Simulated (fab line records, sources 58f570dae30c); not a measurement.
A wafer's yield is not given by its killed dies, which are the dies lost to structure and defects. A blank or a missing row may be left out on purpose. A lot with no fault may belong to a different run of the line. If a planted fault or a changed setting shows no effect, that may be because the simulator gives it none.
Lot-split experiment :: flow berkeley_cmos170 :: 23 wafers read across 5 lots, on a route 331 steps long

## SPLIT DETAILS
At UCB170_M1_SPUTTER_00 (material Al, target thk 600 nm, time 80 s), the setting chamber_pressure_pa was moved away from the recipe's 0.5 Pa on 15 of the 23 wafers read, by -12.1% to +12.7%. For the rest of the wafers, this setting stayed at what the recipe calls for.

No step appears in the file between the split and the reading.

## THE READING
M1_AL_RS, in ohm/sq, at UCB170_M1_RS_MEAS_01 (measures by four-point-probe). A value of 0.0483 ohm/sq with a standard deviation of 0.00045 ohm/sq is what fault-free wafers of this fab line usually give.

wafer: L074.1
tool, chamber at the split: pvd_sputter-02, -
chamber_pressure_pa as run, Pa: 0.4397
against the recipe: -12.1%
M1_AL_RS, ohm/sq: 0.0461
against lot-mates on the recipe: no lot-mate on the recipe

wafer: L074.3
tool, chamber at the split: pvd_sputter-02, -
chamber_pressure_pa as run, Pa: 0.4397
against the recipe: -12.1%
M1_AL_RS, ohm/sq: 0.0463
against lot-mates on the recipe: no lot-mate on the recipe

wafer: L074.4
tool, chamber at the split: pvd_sputter-02, -
chamber_pressure_pa as run, Pa: 0.4397
against the recipe: -12.1%
M1_AL_RS, ohm/sq: 0.0464
against lot-mates on the recipe: no lot-mate on the recipe

wafer: L074.5
tool, chamber at the split: pvd_sputter-02, -
chamber_pressure_pa as run, Pa: 0.4397
against the recipe: -12.1%
M1_AL_RS, ohm/sq: 0.0464
against lot-mates on the recipe: no lot-mate on the recipe

wafer: L074.6
tool, chamber at the split: pvd_sputter-02, -
chamber_pressure_pa as run, Pa: 0.4397
against the recipe: -12.1%
M1_AL_RS, ohm/sq: 0.0462
against lot-mates on the recipe: no lot-mate on the recipe

wafer: L077.1
tool, chamber at the split: pvd_sputter-04, -
chamber_pressure_pa as run, Pa: 0.4523
against the recipe: -9.5%
M1_AL_RS, ohm/sq: 0.0469
against lot-mates on the recipe: no lot-mate on the recipe

wafer: L077.2
tool, chamber at the split: pvd_sputter-04, -
chamber_pressure_pa as run, Pa: 0.4523
against the recipe: -9.5%
M1_AL_RS, ohm/sq: 0.0471
against lot-mates on the recipe: no lot-mate on the recipe

wafer: L077.3
tool, chamber at the split: pvd_sputter-04, -
chamber_pressure_pa as run, Pa: 0.4523
against the recipe: -9.5%
M1_AL_RS, ohm/sq: 0.0469
against lot-mates on the recipe: no lot-mate on the recipe

wafer: L077.4
tool, chamber at the split: pvd_sputter-04, -
chamber_pressure_pa as run, Pa: 0.4523
against the recipe: -9.5%
M1_AL_RS, ohm/sq: 0.0475
against lot-mates on the recipe: no lot-mate on the recipe

wafer: L077.6
tool, chamber at the split: pvd_sputter-04, -
chamber_pressure_pa as run, Pa: 0.4523
against the recipe: -9.5%
M1_AL_RS, ohm/sq: 0.0478
against lot-mates on the recipe: no lot-mate on the recipe

wafer: L078.1
tool, chamber at the split: pvd_sputter-01, -
chamber_pressure_pa as run, Pa: 0.5
against the recipe: recipe
M1_AL_RS, ohm/sq: 0.0481
against lot-mates on the recipe: -

wafer: L078.3
tool, chamber at the split: pvd_sputter-01, -
chamber_pressure_pa as run, Pa: 0.5
against the recipe: recipe
M1_AL_RS, ohm/sq: 0.0483
against lot-mates on the recipe: -

wafer: L078.4
tool, chamber at the split: pvd_sputter-01, -
chamber_pressure_pa as run, Pa: 0.5
against the recipe: recipe
M1_AL_RS, ohm/sq: 0.0481
against lot-mates on the recipe: -

wafer: L078.5
tool, chamber at the split: pvd_sputter-01, -
chamber_pressure_pa as run, Pa: 0.5
against the recipe: recipe
M1_AL_RS, ohm/sq: 0.0480
against lot-mates on the recipe: -

wafer: L078.6
tool, chamber at the split: pvd_sputter-01, -
chamber_pressure_pa as run, Pa: 0.5
against the recipe: recipe
M1_AL_RS, ohm/sq: 0.0485
against lot-mates on the recipe: -

wafer: L084.1
tool, chamber at the split: pvd_sputter-04, -
chamber_pressure_pa as run, Pa: 0.5633
against the recipe: +12.7%
M1_AL_RS, ohm/sq: 0.0498
against lot-mates on the recipe: no lot-mate on the recipe

wafer: L084.2
tool, chamber at the split: pvd_sputter-04, -
chamber_pressure_pa as run, Pa: 0.5633
against the recipe: +12.7%
M1_AL_RS, ohm/sq: 0.0497
against lot-mates on the recipe: no lot-mate on the recipe

wafer: L084.3
tool, chamber at the split: pvd_sputter-04, -
chamber_pressure_pa as run, Pa: 0.5633
against the recipe: +12.7%
M1_AL_RS, ohm/sq: 0.0495
against lot-mates on the recipe: no lot-mate on the recipe

wafer: L084.4
tool, chamber at the split: pvd_sputter-04, -
chamber_pressure_pa as run, Pa: 0.5633
against the recipe: +12.7%
M1_AL_RS, ohm/sq: 0.0493
against lot-mates on the recipe: no lot-mate on the recipe

wafer: L084.5
tool, chamber at the split: pvd_sputter-04, -
chamber_pressure_pa as run, Pa: 0.5633
against the recipe: +12.7%
M1_AL_RS, ohm/sq: 0.0493
against lot-mates on the recipe: no lot-mate on the recipe

wafer: L085.1
tool, chamber at the split: pvd_sputter-01, -
chamber_pressure_pa as run, Pa: 0.5
against the recipe: recipe
M1_AL_RS, ohm/sq: 0.0479
against lot-mates on the recipe: -

wafer: L085.3
tool, chamber at the split: pvd_sputter-01, -
chamber_pressure_pa as run, Pa: 0.5
against the recipe: recipe
M1_AL_RS, ohm/sq: 0.0481
against lot-mates on the recipe: -

wafer: L085.4
tool, chamber at the split: pvd_sputter-01, -
chamber_pressure_pa as run, Pa: 0.5
against the recipe: recipe
M1_AL_RS, ohm/sq: 0.0487
against lot-mates on the recipe: -

THE FIT
A straight line over all 23 wafers: M1_AL_RS changes by +0.000121 ohm/sq for each +1% of chamber_pressure_pa; r = +0.96; the points scatter about the line by 0.00036 ohm/sq.
Too few moved wafers have a lot-mate on the recipe to fit a line with each lot's own level taken away.

## THE WHOLE CHAIN: every reading that the file lists as answering this split, in the file's order
step: UCB170_M1_SPUTTER_00
what it does: material Al, target thk 600 nm, time 80 s
reading: Al_of_M1_SPUTTER_00.thk_nm (the simulator's own value, which no gauge read)
change (the file's fit): -1.39 nm for each +1% of the setting
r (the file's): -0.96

step: UCB170_M1_RS_MEAS_01
what it does: measures by four-point-probe
reading: M1_AL_RS
change (the file's fit): +0.000121 for each +1% of the setting
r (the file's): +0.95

step: UCB170_M1_METAL_ETCH_12
what it does: etches Al in Cl2/BCl3, stops on PSG, target depth 780 nm, time 130 s
reading: M1.feature_depth_nm (the simulator's own value, which no gauge read)
change (the file's fit): -1.44 nm for each +1% of the setting
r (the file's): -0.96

## FILE'S OWN FIT
M1_AL_RS changes by +0.000121 ohm/sq for each +1% of chamber_pressure_pa, r = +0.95.
